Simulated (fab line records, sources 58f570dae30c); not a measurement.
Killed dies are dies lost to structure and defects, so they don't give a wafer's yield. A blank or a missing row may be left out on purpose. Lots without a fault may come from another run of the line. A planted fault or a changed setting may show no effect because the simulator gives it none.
Split-lot experiment | flow berkeley_cmos170 | 5 lots, 23 wafers read, on a route of 331 steps

THE SPLIT
At UCB170_BACKSIDE_STRIP_03 (strips in O2), the setting power_w was moved away from the recipe's 400 W on 4 of the 23 wafers read, by -6.6% to +9.0%. The other wafers ran this setting at the recipe's value.

The reading is taken at the split's own step.

THE READING
oes_product_au, in a.u., at UCB170_BACKSIDE_STRIP_03 (strips in O2). Fault-free wafers of this fab line usually give 0.734 a.u., standard deviation 0.0044 a.u..

wafer  | tool, chamber at the split | power_w as run, W | against the recipe | oes_product_au, a.u. | against lot-mates on the recipe
L074.1 | plasma_asher-03, 0         | 435.8             | +9.0%              | 0.760                | +0.027
L074.2 | plasma_asher-03, 1         | 400               | recipe             | 0.734                | -
L074.3 | plasma_asher-03, 1         | 400               | recipe             | 0.730                | -
L074.4 | plasma_asher-03, 0         | 400               | recipe             | 0.734                | -
L074.6 | plasma_asher-03, 0         | 435.8             | +9.0%              | 0.773                | +0.040
L079.1 | plasma_asher-02, 0         | 400               | recipe             | 0.735                | -
L079.2 | plasma_asher-02, 1         | 400               | recipe             | 0.736                | -
L079.3 | plasma_asher-02, 0         | 400               | recipe             | 0.734                | -
L079.4 | plasma_asher-02, 1         | 400               | recipe             | 0.741                | -
L079.5 | plasma_asher-02, 0         | 400               | recipe             | 0.730                | -
L080.1 | plasma_asher-02, 0         | 400               | recipe             | 0.726                | -
L080.2 | plasma_asher-02, 1         | 400               | recipe             | 0.734                | -
L080.3 | plasma_asher-02, 0         | 400               | recipe             | 0.734                | -
L080.4 | plasma_asher-02, 1         | 400               | recipe             | 0.731                | -
L080.6 | plasma_asher-02, 1         | 400               | recipe             | 0.735                | -
L083.3 | plasma_asher-01, 1         | 400               | recipe             | 0.739                | -
L083.4 | plasma_asher-01, 0         | 400               | recipe             | 0.739                | -
L083.5 | plasma_asher-01, 1         | 400               | recipe             | 0.730                | -
L084.2 | plasma_asher-03, 1         | 373.5             | -6.6%              | 0.711                | -0.026
L084.3 | plasma_asher-03, 1         | 400               | recipe             | 0.735                | -
L084.4 | plasma_asher-03, 0         | 373.5             | -6.6%              | 0.712                | -0.025
L084.5 | plasma_asher-03, 1         | 400               | recipe             | 0.738                | -
L084.6 | plasma_asher-03, 0         | 400               | recipe             | 0.738                | -

THE FIT
A straight line over all 23 wafers: oes_product_au changes by +0.00354 a.u. for each +1% of power_w; r = +0.95; the points scatter about the line by 0.004 a.u..
The same after taking each lot's own level away (the mean of its wafers on the recipe; 23 wafers): +0.00381 a.u. for each +1%; r = +0.96; scatter 0.0036 a.u..
On that fit, the largest move of power_w shifts the reading by 0.034 a.u..
The lots' own levels span 0.7320 to 0.7370 a.u., that is 1.1 times the standard deviation above.
So the lot-to-lot level changes the slope little: the two slopes agree.
Check: with one of the wafers moved furthest among these (+9.0%) left out of the fit, the line predicts +0.0377 a.u. for it against its lot-mates. It came out at +0.0273 a.u. against them.
Tool readings at the split's step, against how far the setting was moved: oes_product_au r = +0.95; strip_time_to_endpoint_s r = -0.99.

THE WHOLE CHAIN: every reading that the file lists as answering this split, in the file's order
step                     | what it does | reading                  | change (the file's fit)                   | r (the file's)
UCB170_BACKSIDE_STRIP_03 | strips in O2 | oes_product_au           | +0.00379 a.u. for each +1% of the setting | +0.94
UCB170_BACKSIDE_STRIP_03 | strips in O2 | strip_time_to_endpoint_s | withheld for each +1% of the setting      | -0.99

THE FILE'S OWN FIT
oes_product_au changes by +0.00379 a.u. for each +1% of power_w, r = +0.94.
